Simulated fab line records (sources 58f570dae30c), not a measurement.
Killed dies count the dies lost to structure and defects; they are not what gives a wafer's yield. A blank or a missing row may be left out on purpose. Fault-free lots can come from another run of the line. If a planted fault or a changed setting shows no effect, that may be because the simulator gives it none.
The tool behind it: which one? + flow berkeley-cmos170 + 15 lots with 45 wafers sampled at 5 steps, on a route of 331 steps

## WHAT EACH GAUGE READ, for each wafer
UCB170_PFIELD_TW_MEAS_09.
| lot  | measured    | on            | PFIELD_TW   |
|------|-------------|---------------|-------------|
| L843 | day 4 18:26 | film-metro-02 | 605 603 604 |
| L845 | day 4 18:58 | film-metro-01 | 604 606 604 |
| L844 | day 4 19:08 | film-metro-04 | 596 601 596 |
| L848 | day 5 06:34 | film-metro-04 | 595 598 599 |
| L847 | day 5 14:16 | film-metro-04 | 599 600 598 |
| L850 | day 6 00:10 | film-metro-04 | 601 600 599 |
| L851 | day 6 00:39 | film-metro-02 | 608 607 608 |
| L853 | day 6 12:04 | film-metro-02 | 606 605 608 |
| L855 | day 7 00:49 | film-metro-01 | 607 601 600 |
| L856 | day 7 11:49 | film-metro-01 | 605 602 599 |
| L859 | day 7 19:07 | film-metro-01 | 601 604 602 |
| L860 | day 7 19:34 | film-metro-01 | 602 601 601 |
| L862 | day 8 12:46 | film-metro-01 | 604 602 605 |
| L861 | day 8 13:01 | film-metro-04 | 598 598 598 |
| L864 | day 8 23:47 | film-metro-04 | 597 598 599 |

UCB170_PVT_OVL_MEAS_06.
| lot  | measured     | on         | PVT_OVL (nm) |
|------|--------------|------------|--------------|
| L843 | day 5 18:43  | overlay-02 | -11 -9 -7    |
| L845 | day 5 18:56  | overlay-01 | 1 8 12       |
| L844 | day 5 18:26  | overlay-02 | 3 0 4        |
| L848 | day 6 09:44  | overlay-02 | 2 -13 3      |
| L847 | day 6 19:26  | overlay-02 | 9 5 11       |
| L850 | day 7 05:23  | overlay-01 | -1 8 4       |
| L851 | day 7 05:39  | overlay-01 | 1 -11 -3     |
| L853 | day 7 21:44  | overlay-01 | -7 1 -4      |
| L855 | day 8 09:34  | overlay-02 | 12 8 0       |
| L856 | day 8 19:55  | overlay-02 | -10 10 12    |
| L859 | day 9 04:00  | overlay-01 | 4 6 -3       |
| L860 | day 9 04:06  | overlay-01 | 7 8 9        |
| L862 | day 9 18:38  | overlay-02 | -1 1 1       |
| L861 | day 9 18:21  | overlay-01 | -3 10 7      |
| L864 | day 10 04:19 | overlay-02 | -10 0 -8     |

UCB170_GATE_THK_MEAS_05.
| lot  | measured     | on            | GATE_POLY_THK (nm) |
|------|--------------|---------------|--------------------|
| L843 | day 6 03:46  | film-metro-02 | 213.3 213.4 214.1  |
| L845 | day 6 03:46  | film-metro-04 | 214.2 215.5 213.5  |
| L844 | day 6 03:45  | film-metro-03 | 215.0 216.0 215.6  |
| L848 | day 7 04:08  | film-metro-03 | 212.7 213.3 213.3  |
| L847 | day 7 09:53  | film-metro-03 | 214.4 215.6 214.0  |
| L850 | day 7 19:21  | film-metro-04 | 218.2 217.5 216.1  |
| L851 | day 7 19:23  | film-metro-02 | 211.0 207.3 210.4  |
| L853 | day 8 09:37  | film-metro-03 | 210.1 211.3 211.1  |
| L855 | day 8 19:05  | film-metro-04 | 215.8 213.8 213.6  |
| L856 | day 9 06:32  | film-metro-04 | 216.5 215.4 215.9  |
| L859 | day 9 14:10  | film-metro-03 | 214.6 216.9 214.6  |
| L860 | day 9 14:10  | film-metro-04 | 218.7 220.1 219.7  |
| L862 | day 10 03:01 | film-metro-02 | 213.9 215.5 215.1  |
| L861 | day 10 02:59 | film-metro-03 | 215.9 213.3 213.8  |
| L864 | day 10 13:56 | film-metro-03 | 214.4 215.6 213.3  |

UCB170_PLDD_CD_MEAS_06 targets a cd of 1200 nm.
| lot  | measured     | on        | cd-nm (nm)           |
|------|--------------|-----------|----------------------|
| L843 | day 6 09:28  | cd-sem-01 | 1199.1 1201.4 1199.9 |
| L845 | day 6 09:39  | cd-sem-01 | 1197.9 1199.1 1198.9 |
| L844 | day 6 09:20  | cd-sem-01 | 1198.9 1201.6 1201.2 |
| L848 | day 7 07:10  | cd-sem-02 | 1197.2 1197.5 1197.5 |
| L847 | day 7 12:57  | cd-sem-01 | 1197.3 1197.9 1199.2 |
| L850 | day 7 22:44  | cd-sem-02 | 1199.3 1198.5 1198.3 |
| L851 | day 7 23:07  | cd-sem-01 | 1197.9 1200.0 1199.1 |
| L853 | day 8 13:33  | cd-sem-01 | 1201.2 1199.6 1201.3 |
| L855 | day 8 21:46  | cd-sem-02 | 1200.8 1200.9 1201.1 |
| L856 | day 9 12:44  | cd-sem-01 | 1200.0 1199.9 1201.0 |
| L859 | day 9 17:20  | cd-sem-01 | 1217.7 1218.4 1217.5 |
| L860 | day 9 17:40  | cd-sem-01 | 1219.8 1218.4 1218.0 |
| L862 | day 10 07:24 | cd-sem-01 | 1214.3 1213.3 1214.1 |
| L861 | day 10 07:14 | cd-sem-01 | 1198.9 1199.7 1199.2 |
| L864 | day 10 16:50 | cd-sem-01 | 1199.6 1200.6 1199.5 |

## TOOL THAT RAN EACH LOT (tool first, then ch and the chambers of the sampled wafers, then the start)
| lot  | UCB170_PLDD_EXPOSE_03             |
|------|-----------------------------------|
| L843 | krf-scanner-02 ch 0, day 6 09:04  |
| L845 | krf-scanner-02 ch 0, day 6 09:13  |
| L844 | krf-scanner-02 ch 0, day 6 08:56  |
| L848 | krf-scanner-02 ch 0, day 7 06:46  |
| L847 | krf-scanner-01 ch 0, day 7 12:19  |
| L850 | krf-scanner-01 ch 0, day 7 22:06  |
| L851 | krf-scanner-02 ch 0, day 7 22:44  |
| L853 | krf-scanner-01 ch 0, day 8 12:53  |
| L855 | krf-scanner-02 ch 0, day 8 21:22  |
| L856 | krf-scanner-02 ch 0, day 9 12:06  |
| L859 | krf-scanner-02 ch 0, day 9 16:30  |
| L860 | krf-scanner-02 ch 0, day 9 16:54  |
| L862 | krf-scanner-02 ch 0, day 10 06:47 |
| L861 | krf-scanner-01 ch 0, day 10 06:31 |
| L864 | krf-scanner-01 ch 0, day 10 16:27 |
- UCB170_PLDD_EXPOSE_03: exposes mask PSELECT, target cd 1200 nm.

## WHAT THE TOOLS THEMSELVES READ (means of the sampled wafers that have a number; where no wafer has one, the mark that the record gives instead)
UCB170_PLDD_EXPOSE_03.
| lot  | tool           | exposure-dose-mJ-cm2 |
|------|----------------|----------------------|
| L843 | krf-scanner-02 | 29.982               |
| L845 | krf-scanner-02 | 29.960               |
| L844 | krf-scanner-02 | 29.992               |
| L848 | krf-scanner-02 | 29.994               |
| L847 | krf-scanner-01 | 29.995               |
| L850 | krf-scanner-01 | 29.973               |
| L851 | krf-scanner-02 | 29.996               |
| L853 | krf-scanner-01 | 30.019               |
| L855 | krf-scanner-02 | 29.948               |
| L856 | krf-scanner-02 | 29.965               |
| L859 | krf-scanner-02 | 33.346               |
| L860 | krf-scanner-02 | 33.299               |
| L862 | krf-scanner-02 | 32.108               |
| L861 | krf-scanner-01 | 30.011               |
| L864 | krf-scanner-01 | 29.971               |

## THE ANSWER, worked out from the rows above alone
Rule: usual is defined by the lots themselves. The widest of any qualifying gaps counts: lots, ordered by their means at a reading, are off when they make up no more than a third of the lots, leave a main group of 4 or more, and stand apart from it by 3 or more times the standard deviation of that group's means. A main group is skipped when, at the precision printed for the reading in the tables above, its means are all equal. Also off: a lot with no number at a reading for which 4 or more lots have one. Where the step has rows for the other lots, those lots are counted as sound. The gauges are gone through in route order, then the tools' own readings, and for those a lot's mean is taken as printed above. At the first step where some lot is off, the reading lying furthest off is the one used; lots without a number count as furthest.
Off: L859, L860, L862, at UCB170_PLDD_CD_MEAS_06 (cd-nm). For the main group the mean is 1199.5 nm and the standard deviation 1.1.
A tool fits if, at a process step before that reading, it ran every lot that is off, and no sound lot after the first of them. Not tried: the gauges at UCB170_PLDD_CD_MEAS_06; whatever is off there is also off at UCB170_PLDD_EXPOSE_03, on other tools, and gauge error can't account for it. One fits: UCB170_PLDD_EXPOSE_03 on krf-scanner-02. Its last sound lot is L856 (day 9 12:06), its first lot that is off L859 (day 9 16:30): a fault that began between those two fits.
On the lots that are off, the tool's own readings at UCB170_PLDD_EXPOSE_03 differ by more than 5 times the standard deviation of the sound lots' means, which bears it out; exposure-dose-mJ-cm2 reads 32.918 there versus 29.984 on the sound lots.

## WHAT THE SIMULATOR HAD PUT IN
Process parameters drifting: krf-scanner-02 at UCB170_PLDD_EXPOSE_03, beginning at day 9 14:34. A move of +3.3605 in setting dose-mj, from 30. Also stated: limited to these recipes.
Shown lots that were struck: L859, L860, L862. The same result came from the rule above.
